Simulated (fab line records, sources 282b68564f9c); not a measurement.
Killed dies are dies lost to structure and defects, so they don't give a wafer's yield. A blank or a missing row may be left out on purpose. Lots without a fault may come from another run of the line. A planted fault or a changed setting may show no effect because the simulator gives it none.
fab line records | flow rit_cmos
record lots=15 wafers=45 last_day=7
route steps=202 shown ACTIVE@11
lots that met no fault: from a run of the same line without faults
start_h: hours from the record's first day to the start of the lot's first wafer shown | wait_h: hours since the lot's step before | " the same as in the row above | L1.1+2: a row that stands for several wafers | - no value, or no start given | * or withheld: withheld | < > ~ a bound
route shown NAME@n: a module of which the file shows steps, and the number in the route of the first | usual: mean/standard deviation of fault-free wafers | same: alike in all rows | chamber/n: place in a boat | sites: the reading at each site | _std_site: their standard deviation | _edge_site: outer sites' mean less inner sites' | radius_mm: how far each site lies from the wafer's centre | mask NAME#n: copy n | behind: the tool/chamber that last shaped the wafer | hold: why the lot was held/for how many hours/how that ended | device: the transistor (n, p or np) that didn't switch | end of line: the same wafers' tests at the end of the route | a step without rows: its recipe alone | killed: dies lost to structure and defects at the first sort, not the wafer's yield | map: a wafer's dies, x killed, . not, _ none there
set.NAME: the setting as run; set.NAME@STEP: as run at that earlier step | model.NAME: the simulator's own value behind a step, which no gauge read
steps of the route over a sample of lots; a table a step, a row a wafer
## steps
# step RIT_ACTIVE_DEVELOP_10
# recipe resist=NOVOLAK develop_time_s=50 dev_temp_c=23
# usual chill_plate_temp_C=23.00/0.1 develop_time_s=50/0
# columns lot.wafer tool chamber start_h wait_h chill_plate_temp_C develop_time_s
L831.1 litho_track-03 0 15 - 22.97 50
L831.4 " 0 " " 22.87 50
L831.6 " 0 " " 22.98 50
L832.1 litho_track-03 0 20 - 23.10 50
L832.2 " 0 " " 23.15 50
L832.4 " 0 " " 22.82 50
L833.1 litho_track-03 0 25 - 22.95 50
L833.2 " 0 " " 22.87 50
L833.5 " 0 " " 23.02 50
L834.2 litho_track-03 0 30 - 23.04 50
L834.4 " 0 " " 22.94 50
L834.6 " 0 " " 22.81 50
L836.1 litho_track-03 - 39 - - -
L836.5 " - " " - -
L836.6 " - " " - -
L837.1 litho_track-03 - 46 - - -
L837.3 " - " " - -
L837.6 " - " " - -
L838.2 litho_track-03 - 50 - - -
L838.3 " - " " - -
L838.5 " - " " - -
L839.2 litho_track-03 0 54 - 23.04 50
L839.4 " 0 " " 23.01 50
L839.6 " 0 " " 23.04 50
L840.1 litho_track-03 0 60 - 22.96 50
L840.3 " 0 " " 23.01 50
L840.5 " 0 " " 22.88 50
L841.2 litho_track-04 0 65 - 23.35 50
L841.3 " 0 " " 23.05 50
L841.4 " 0 " " 23.08 50
L845.1 litho_track-02 0 84 - 22.98 50
L845.4 " 0 " " 23.03 50
L845.6 " 0 " " 23.02 50
L850.3 litho_track-04 0 111 - 22.99 50
L850.4 " 0 " " 23.03 50
L850.5 " 0 " " 23.08 50
L851.1 litho_track-04 0 115 - 23.02 50
L851.2 " 0 " " 23.03 50
L851.3 " 0 " " 23.08 50
L853.2 litho_track-02 0 124 - 23.02 50
L853.4 " 0 " " 23.03 50
L853.6 " 0 " " 23.21 50
L854.2 litho_track-03 0 129 - 22.97 50
L854.4 " 0 " " 23.12 50
L854.6 " 0 " " 23.00 50
## key
first_sign step=RIT_ACTIVE_DEVELOP_10 reading=tool_record direction=missing
effect none on later readings
met_at RIT_ACTIVE_DEVELOP_10
struck_lots L836,L837,L838
later_rows_left_out L836.1,L836.5,L836.6,L837.1,L837.3,L837.6,L838.2,L838.3,L838.5
sort_left_out L836.1,L836.5,L836.6,L837.1,L837.3,L837.6,L838.2,L838.3,L838.5
tester_left_out L836,L837,L838
onset_between 30 39
fault kind=skipped_step_whole tool=litho_track-03 chamber=- onset_h=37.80 steps=RIT_ACTIVE_DEVELOP_10 scope=struck_lots_only
# tester_left_out: of these lots the tester's yield and bins aren't shown, on N5 and GAA mostly nor the transistor test; their killed dies are dies lost to structure and defects alone, not to doping, threshold or leakage, so they don't give the yield
# sort_left_out: the simulated sort isn't trusted on such a fault, so these wafers' sort isn't shown, and their yield isn't known
# later_rows_left_out: the simulator's readings of these wafers behind a module that went badly wrong aren't trusted and aren't shown, but for the sort
